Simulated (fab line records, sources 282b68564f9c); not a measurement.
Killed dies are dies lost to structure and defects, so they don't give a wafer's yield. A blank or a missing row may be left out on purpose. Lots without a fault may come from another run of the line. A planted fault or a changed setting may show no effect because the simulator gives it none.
A struck lot beside a sound one | flow rit_cmos | 17 steps out of a route of 202
Sound: wafers L434.1, L434.5, L434.6. Struck: wafers L440.1, L440.5, L440.6. The cause comes at the end.
At each step with rows: each side's tool, then ch and its chambers, then its first start. Under that, the readings that differ: sound wafers | struck wafers | difference of the means | sigmas: that difference in standard deviations of wafers without a fault.
alike: readings whose means differ by less than 2 such deviations, and words and numbers that are the same on both sides. not compared: withheld readings, readings that some wafer has no value for, bounds like >300 that may hide the same value, and numbers for which the record gives no deviation and whose values overlap.
The two part at a step that has a row with sigmas, a row that says differs or no value, or rows on one side only. Numbers that don't overlap but have no deviation are shown without sigmas and don't part them. A reading that every wafer of one side lacks parts them only if that side has two wafers or more.

first, 2 steps without rows for these wafers: RIT_NRETRO_HARDBAKE_07 (time 120 s); RIT_NRETRO_IMPLANT_08.
RIT_NRETRO_STRIP_09: strips in O2, time 180 s.
  sound on plasma_asher-01 ch 0,1, day 4 14:04; struck on plasma_asher-02 ch 0,1, day 5 15:01
  reading                     | sound       | struck      | difference | sigmas
  drypump_motor_current_A (A) | 5.4 5.4 5.4 | 6.5 6.4 5.4 | +0.7       | +2
  not compared: rf_hours_counter_h
RIT_NRETRO_TW_MEAS_10:
  sound on film_metro-03, day 4 14:14; struck on film_metro-03, day 5 15:12
  alike: NRETRO_TW
then, 6 steps without rows for these wafers: RIT_PRETRO_HMDS_00 (prime time 60 s); RIT_PRETRO_COAT_01 (resist thk 1300 nm); RIT_PRETRO_SOFTBAKE_02 (time 60 s); RIT_PRETRO_EXPOSE_03 (exposes mask M5, target cd 43700 nm); RIT_PRETRO_PEB_04; RIT_PRETRO_DEVELOP_05 (develop time 68 s).
RIT_PRETRO_OVL_MEAS_06:
  sound on overlay-01, day 4 15:18; struck on overlay-02, day 5 16:16
  alike: PRETRO_OVL
then, 1 step without rows for these wafers: RIT_PRETRO_HARDBAKE_07 (time 120 s).
RIT_PRETRO_IMPLANT_08:
  sound on implanter-03 ch 0, day 4 15:35; struck on implanter-03 ch 0, day 5 16:33
  reading            | sound                         | struck                      | difference | sigmas
  dose_ions_cm2      | 1.2015e+13 1.1985e+13 1.2e+13 | 6.3e+12 6.334e+12 6.332e+12 | -5.7e+12   | -99 or more
  faraday_current_uA | 37.3 38.0 39.7                | 20.0 20.5 19.8              | -18.2      | -23
RIT_PRETRO_STRIP_09: strips in O2, time 180 s.
  sound on plasma_asher-04 ch 0,1, day 4 15:44; struck on plasma_asher-04 ch 0,1, day 5 16:42
  alike: drypump_motor_current_A
  not compared: rf_hours_counter_h
RIT_PRETRO_TW_MEAS_10:
  sound on film_metro-02, day 4 15:55; struck on film_metro-02, day 5 16:52
  reading   | sound       | struck      | difference | sigmas
  PRETRO_TW | 482 479 480 | 396 397 395 | -84        | -14
then, 1 step without rows for these wafers: RIT_GATE_WET_ETCH_00 (etches SiO2 in BOE, target depth 56 nm, time 60 s).
RIT_M1_PROBE_99:
  sound on prober-01, day 5 18:57; struck on prober-01, day 6 18:41
  reading                                    | sound                | struck               | difference | sigmas
  model.etest.nmos_0p3.r_on_ohm_um           | 2093 2124 2138       | 1976 1949 1946       | -161       |
  model.etest.nmos_0p15.r_on_ohm_um          | 1084 1108 1148       | 1063 1049 1030       | -66        |
  model.etest.nmos_turned.drive_ua_um        | 320 311.8 311.1      | 403.7 411.8 405.6    | +92.7      |
  model.etest.nmos_0p15.drive_ua_um          | 482.1 473.2 471.8    | 556.9 554.8 552.1    | +78.9      |
  model.etest.nmos_0p3.drive_ua_um           | 230.7 231.3 234.9    | 271.1 273.3 271.9    | +39.8      |
  model.etest.nmos_narrow.drive_ua_um        | 222.8 224.1 227.2    | 268.6 266.8 263.8    | +41.7      |
  model.etest.nmos_0p15.off_log10_a_um       | -9.916 -10.08 -10.1  | -7.868 -7.956 -8.125 | +2.049     |
  model.etest.retro_edge_nmos.off_log10_a_um | -9.983 -9.901 -9.941 | -7.65 -7.761 -8.13   | +2.09      |
  alike: killed_at_front_end, killed_dies, killed_open, killed_short

WHERE THEY PART
First at RIT_NRETRO_STRIP_09; last, within this record, at RIT_PRETRO_TW_MEAS_10. Later steps at which nothing parts them and some readings are alike: RIT_M1_PROBE_99.

WHY: what the simulator had put in
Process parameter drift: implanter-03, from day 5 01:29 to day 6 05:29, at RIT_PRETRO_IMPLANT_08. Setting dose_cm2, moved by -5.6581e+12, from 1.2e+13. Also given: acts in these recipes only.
